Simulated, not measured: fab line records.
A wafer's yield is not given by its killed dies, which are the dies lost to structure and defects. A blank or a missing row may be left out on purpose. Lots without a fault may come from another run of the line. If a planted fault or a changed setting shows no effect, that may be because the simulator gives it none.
Comparing a struck lot with a sound one | flow rit-cmos | 14 steps out of a route of 202
Sound: the wafers L748.2, L748.3, L748.4. Struck: wafers L757.1, L757.3, L757.4. At the end, the cause is stated.
At each step with rows: each side's tool, then ch and its chambers, then its first start. Under that, the readings that differ: sound wafers | struck wafers | difference of the means | sigmas: that difference in standard deviations of wafers without a fault.
alike: a reading whose means differ by less than 2 such deviations, as well as words and numbers matching on both sides. not compared: withheld readings; readings where some wafer has no value; bounds like >300 that might hide an equal value; numbers whose values overlap and for which the record gives no deviation.
Wherever a step has rows on one side only, a row that says differs or no value, or a row with sigmas, the two part there. Non-overlapping numbers with no deviation appear without sigmas and do not part them. Lack of a reading on every wafer of one side parts them only where that side has two or more wafers.

first, 1 step without rows for these wafers: RIT_FOX1_OXIDATION_00 (target thk 350.7 nm, ox time 1130 s).
RIT_FOX1_THK_MEAS_01:
  sound on film-metro-02 at day 4 05:05; struck on film-metro-04 at day 6 03:32
  alike: FOX1_OXIDE_THK
then, 2 steps without rows for these wafers: RIT_FOX1_WET_ETCH_02 (etches SiO2 in BOE, target depth 350 nm, time 390 s); RIT_FOX2_OXIDATION_00 (target thk 350.7 nm, ox time 1130 s).
RIT_FOX2_THK_MEAS_01:
  sound on film-metro-01 at day 4 08:19; struck on film-metro-02 at day 6 05:15
  alike: FOX2_OXIDE_THK
then, 2 steps without rows for these wafers: RIT_FOX2_CLEAN_02 (cleans in dHF, time 180 s); RIT_FOX2_WET_ETCH_03 (etches Si3N4 in H3PO4, target depth 195 nm, time 2700 s).
RIT_FOX2_THK_MEAS_90:
  sound on film-metro-02 at day 4 09:12; struck on film-metro-01 at day 6 06:08
  alike: FIELD_OXIDE_LEFT_1_THK
then, 4 steps without rows for these wafers: RIT_NWELL_HMDS_00 (prime time 60 s); RIT_NWELL_COAT_01 (resist thk 1300 nm); RIT_NWELL_SOFTBAKE_02 (time 60 s); RIT_NWELL_EXPOSE_03 (exposes mask M2, target cd 43900 nm).
RIT_NWELL_PEB_04:
  struck on litho-track-01, day 6 07:05; sound on litho-track-01 ch 0, day 4 09:58
  reading         | sound          | struck | difference                    | sigmas
  exhaust-pa (Pa) | 45.8 45.8 44.8 | - - -  | no value on the struck wafers |
  not compared: chill-plate-temp-C
then, 1 step without rows for these wafers: RIT_NWELL_DEVELOP_05 (develop time 68 s).

## WHERE THEY PART
Within this record, at RIT_NWELL_PEB_04 only.

WHY: what the simulator had put in
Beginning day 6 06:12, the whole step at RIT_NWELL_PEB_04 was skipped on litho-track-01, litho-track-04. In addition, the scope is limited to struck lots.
